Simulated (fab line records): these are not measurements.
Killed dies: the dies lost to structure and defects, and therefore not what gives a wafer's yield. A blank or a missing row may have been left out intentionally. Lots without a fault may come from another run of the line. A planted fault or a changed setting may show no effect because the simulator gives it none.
Which of the tools did it? -- flow berkeley cmos170 -- 13 lots with 39 wafers sampled at 5 steps, on a route of 331 steps

## WHAT THE GAUGES READ, wafer by wafer
UCB170_FIELD_THK_MEAS_90. Usual: FIELD_OXIDE_LEFT_1_THK typically reads 438 nm, with standard deviation 11.
lot,measured,on,FIELD_OXIDE_LEFT_1_THK (nm),flag
L993,day 5 09:46,film metro-04,460 451 450,
L994,day 5 06:52,film metro-01,442 438 441,
L995,day 5 09:49,film metro-04,465 464 467,
L997,day 5 21:07,film metro-03,426 431 410,
L100,day 6 12:29,film metro-03,435 443 434,
L103,day 7 05:20,film metro-03,436 430 449,
L104,day 7 15:49,film metro-03,433 433 430,
L106,day 7 18:47,film metro-01,450 452 458,
L107,day 7 18:47,film metro-04,441 442 438,
L109,day 8 13:32,film metro-03,442 439 443,
L112,day 9 15:27,film metro-01,439 426 432,
L113,day 9 15:05,film metro-01,424 415 419,
L115,day 9 15:10,film metro-04,430 445 439,

UCB170_SPACER_THK_MEAS_01. Usual: SPACER_TEOS_THK typically reads 375 nm, with standard deviation 4.8.
lot,measured,on,SPACER_TEOS_THK (nm),flag
L993,day 7 03:47,film metro-03,376 372 376,
L994,day 6 18:08,film metro-04,366 377 380,
L995,day 7 01:35,film metro-02,373 374 381,
L997,day 7 15:53,film metro-03,372 372 376,
L100,day 7 22:40,film metro-04,371 367 378,
L103,day 9 00:01,film metro-03,370 378 372,
L104,day 9 09:38,film metro-03,371 382 380,
L106,day 9 09:27,film metro-04,373 375 379,
L107,day 9 10:02,film metro-03,377 373 381,
L109,day 9 23:58,film metro-03,370 371 378,
L112,day 10 18:19,film metro-04,394 395 373,
L113,day 10 19:29,film metro-03,373 375 382,
L115,day 10 19:35,film metro-02,367 372 373,

UCB170_M1_THK_MEAS_02: measures by xrf. Usual: M1_AL_THK typically reads 620 nm, with standard deviation 9.1.
lot,measured,on,M1_AL_THK (nm),flag
L993,day 7 20:47,film metro-01,622 620 625,
L994,day 7 11:02,film metro-02,624 626 610,
L995,day 7 14:56,film metro-02,615 619 611,
L997,day 8 08:59,film metro-02,601 611 607,
L100,day 8 19:24,film metro-02,616 614 618,
L103,day 9 13:46,film metro-03,632 630 629,
L104,day 10 03:30,film metro-03,626 629 630,
L106,day 10 03:46,film metro-01,601 620 605,
L107,day 10 04:44,film metro-02,625 630 627,
L109,day 10 14:07,film metro-02,599 600 592,
L112,day 11 14:49,film metro-03,634 622 629,
L113,day 11 14:59,film metro-01,610 611 604,
L115,day 11 10:39,film metro-03,628 620 625,

## TOOL THAT RAN EACH LOT (tool first, then ch and the chambers of the sampled wafers, then the start)
lot,UCB170_PWELL_ETCH_14,UCB170_SPACER_CVD_00
L993,"rie diel-04 ch 0,1, day 3 08:29","pecvd-01 ch 0,1, day 7 03:44"
L994,"rie diel-03 ch 0,2,3, day 3 08:51","pecvd-01 ch 0,2, day 6 18:06"
L995,"rie diel-02 ch 1,2,3, day 3 08:53","pecvd-02 ch 0,2, day 7 01:32"
L997,"rie diel-04 ch 1,2, day 4 06:07","pecvd-04 ch 0,1,2, day 7 15:50"
L100,"rie diel-04 ch 0,1, day 4 13:00","pecvd-01 ch 0,1,2, day 7 22:37"
L103,"rie diel-02 ch 0,1,3, day 5 07:52","pecvd-01 ch 0,1,2, day 8 23:57"
L104,"rie diel-04 ch 1,2, day 5 11:12","pecvd-04 ch 0,1,2, day 9 09:35"
L106,"rie diel-02 ch 1,2,3, day 5 16:41","pecvd-02 ch 0,1, day 9 09:24"
L107,"rie diel-02 ch 0,2,3, day 5 22:16","pecvd-02 ch 0,1, day 9 09:59"
L109,"rie diel-02 ch 0,1, day 6 17:56","pecvd-01 ch 0,2, day 9 23:55"
L112,"rie diel-04 ch 1,3, day 7 15:51","pecvd-01 ch 0,2, day 10 18:16"
L113,"rie diel-04 ch 0,1,2, day 7 18:49","pecvd-04 ch 0,1,2, day 10 19:26"
L115,"rie diel-04 ch 0,1, day 8 01:11","pecvd-02 ch 1,2, day 10 19:31"
- UCB170_PWELL_ETCH_14: etches Si3N4 in CH3F/Ar/O2, stops on SiO2, target depth 242 nm, time 151 s.
- UCB170_SPACER_CVD_00: deposits SiO2 from TEOS/O2, target thk 376 nm, time 47 s.

## AS READ BY THE TOOLS THEMSELVES (means over the sampled wafers that have a number; for cases with no such wafer, the mark the record gives instead)
UCB170_PWELL_ETCH_14. Usual: drypump motor current A 5.7 A, standard deviation 0.42; oes product au 0.930 a.u., standard deviation 0.018; throttle valve pct 8.09 %, standard deviation 0.11.
lot,tool,drypump motor current A (A),oes product au (a.u.),throttle valve pct (%),flag
L993,rie diel-04,5.5,0.914,8.03,
L994,rie diel-03,5.9,0.950,8.04,
L995,rie diel-02,5.7,0.932,8.17,
L997,rie diel-04,5.9,0.921,8.09,
L100,rie diel-04,5.5,0.927,8.04,
L103,rie diel-02,6.0,0.920,8.11,
L104,rie diel-04,5.9,0.929,8.12,
L106,rie diel-02,5.7,0.915,8.17,
L107,rie diel-02,5.9,0.936,8.12,
L109,rie diel-02,6.1,0.914,8.16,
L112,rie diel-04,5.4,0.941,7.94,
L113,rie diel-04,5.6,0.925,8.08,
L115,rie diel-04,5.4,0.917,8.03,

UCB170_SPACER_CVD_00. Usual: heater power w 281 W, standard deviation 56; pressure mtorr 9000 mTorr, standard deviation 18.
lot,tool,heater power w (W),pressure mtorr (mTorr),flag
L993,pecvd-01,363,9008,
L994,pecvd-01,312,8983,
L995,pecvd-02,308,9011,
L997,pecvd-04,257,9009,
L100,pecvd-01,294,9008,
L103,pecvd-01,240,9009,
L104,pecvd-04,308,9004,
L106,pecvd-02,285,9012,
L107,pecvd-02,312,9002,
L109,pecvd-01,306,8971,
L112,pecvd-01,335,9004,
L113,pecvd-04,294,8989,
L115,pecvd-02,274,9000,

## THE ANSWER, worked out from the rows above alone
Rule: lot off if the mean of its wafers having a number is beyond 3 standard deviations from the usual mean. A lot without any number at a reading at which 4 lots or more have one is off too. The other lots that the step has rows for count as sound. First the gauges in route order, then the tools' own readings, where a lot's mean is used as printed above. The first step at which some lot is off is used, and at that step the reading that is off furthest; a lot without a number counts as furthest.
None of the lots is off at any reading shown; this tells nothing.

## WHAT THE SIMULATOR PUT IN
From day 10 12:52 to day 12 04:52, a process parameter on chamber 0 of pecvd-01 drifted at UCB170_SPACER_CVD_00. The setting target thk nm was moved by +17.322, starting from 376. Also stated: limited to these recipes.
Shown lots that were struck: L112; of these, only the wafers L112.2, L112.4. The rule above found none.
